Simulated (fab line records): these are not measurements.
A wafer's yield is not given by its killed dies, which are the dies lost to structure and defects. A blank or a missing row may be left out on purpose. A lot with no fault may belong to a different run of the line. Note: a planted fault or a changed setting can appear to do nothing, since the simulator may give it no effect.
A struck lot beside a sound one :: flow rit-cmos :: 15 steps out of a route of 202
Sound: these wafers, L753.1, L753.2, L753.4. Struck: wafers L757.3, L757.4, L757.6. At the end, the cause is stated.
Order at every step that has rows: each side's tool, ch and its chambers, its first start. Under that, the readings that differ: sound wafers :: struck wafers :: difference of the means :: sigmas: that difference in standard deviations of wafers without a fault.
alike: readings whose means differ by less than 2 such deviations, and words and numbers that are the same on both sides. not compared: withheld readings, readings that some wafer has no value for, bounds like >300 that may hide the same value, and numbers for which the record gives no deviation and whose values overlap.
Wherever a step has rows on one side only, a row that says differs or no value, or a row with sigmas, the two part there. Numbers that have no deviation but don't overlap get no sigmas and don't part them. Lack of a reading on every wafer of one side parts them only where that side has two or more wafers.

first, 3 steps without rows for these wafers: RIT_SDANNEAL_CLEAN_00 (cleans in SC1, time 600 s); RIT_SDANNEAL_CLEAN_01 (cleans in dHF, time 30 s); RIT_SDANNEAL_CLEAN_02 (cleans in SC2, time 600 s).
RIT_SDANNEAL_RTA_03: time 5 s.
  sound on rtp-anneal-01 ch 0, day 4 15:13; struck on rtp-anneal-01 ch 0, day 5 20:56
  alike: ramp-down-c-per-s, wafer_temp_C_max
RIT_SDANNEAL_RS_MEAS_04: the measuring method here is four-point-probe.
  struck on film-metro-02, day 5 21:01; sound on film-metro-03, day 4 15:17
  alike: PSD_RS
RIT_SDANNEAL_RS_MEAS_05: the measuring method here is four-point-probe.
  struck on film-metro-02, day 5 21:08; sound on film-metro-03, day 4 15:24
reading: NSD_RS (ohm/sq)
sound: 83.48 83.97 84.00
struck: 84.61 84.63 84.76
difference: +0.85
sigmas: +3
RIT_SDANNEAL_RS_MEAS_06: the measuring method here is four-point-probe.
  struck on film-metro-02, day 5 21:15; sound on film-metro-03, day 4 15:31
  alike: PLDD_RS
RIT_SDANNEAL_RS_MEAS_07: the measuring method here is four-point-probe.
  struck on film-metro-02, day 5 21:22; sound on film-metro-03, day 4 15:38
reading: NLDD_RS (ohm/sq)
sound: 151.9 152.1 151.7
struck: 153.2 152.9 153.4
difference: +1.3
sigmas: +2
then, 1 step without rows for these wafers: RIT_SILICIDE_WET_ETCH_00 (etches SiO2 in BOE, target depth 14 nm, time 15.47 s).
RIT_SILICIDE_SPUTTER_01: material Ti, target thk 30 nm, time 240 s.
  struck on pvd-sputter-02, day 5 21:28; sound on pvd-sputter-01, day 4 15:46
  alike: throttle-valve-pct
RIT_SILICIDE_RS_MEAS_02: the measuring method here is four-point-probe.
  struck on film-metro-03, day 5 21:40; sound on film-metro-01, day 4 15:55
  alike: SILICIDE_TI_RS
RIT_SILICIDE_THK_MEAS_03: measures by xrf.
  struck on film-metro-03, day 5 21:46; sound on film-metro-01, day 4 16:02
  alike: SILICIDE_TI_THK
RIT_SILICIDE_RTA_04: time 10 s, ramp up 5 s, ramp down 5 s.
  sound on rtp-anneal-02 ch 0, day 4 16:06; struck on rtp-anneal-02 ch 0, day 5 21:49
reading: wafer_temp_C_max
sound: 652.9 653.8 652.8
struck: 593.2 594.0 593.6
difference: -59.6
sigmas: -84
then, 1 step without rows for these wafers: RIT_SILICIDE_WET_ETCH_05 (etches Ti in SPM, time 120 s).
RIT_M1_PROBE_99:
  only the struck wafers here have rows in the record (prober-01, day 6 04:28); the sound ones have none

## WHERE THEY PART
Earliest at RIT_SDANNEAL_RS_MEAS_05; latest, in this record, at RIT_M1_PROBE_99.

WHY: what the simulator had put in
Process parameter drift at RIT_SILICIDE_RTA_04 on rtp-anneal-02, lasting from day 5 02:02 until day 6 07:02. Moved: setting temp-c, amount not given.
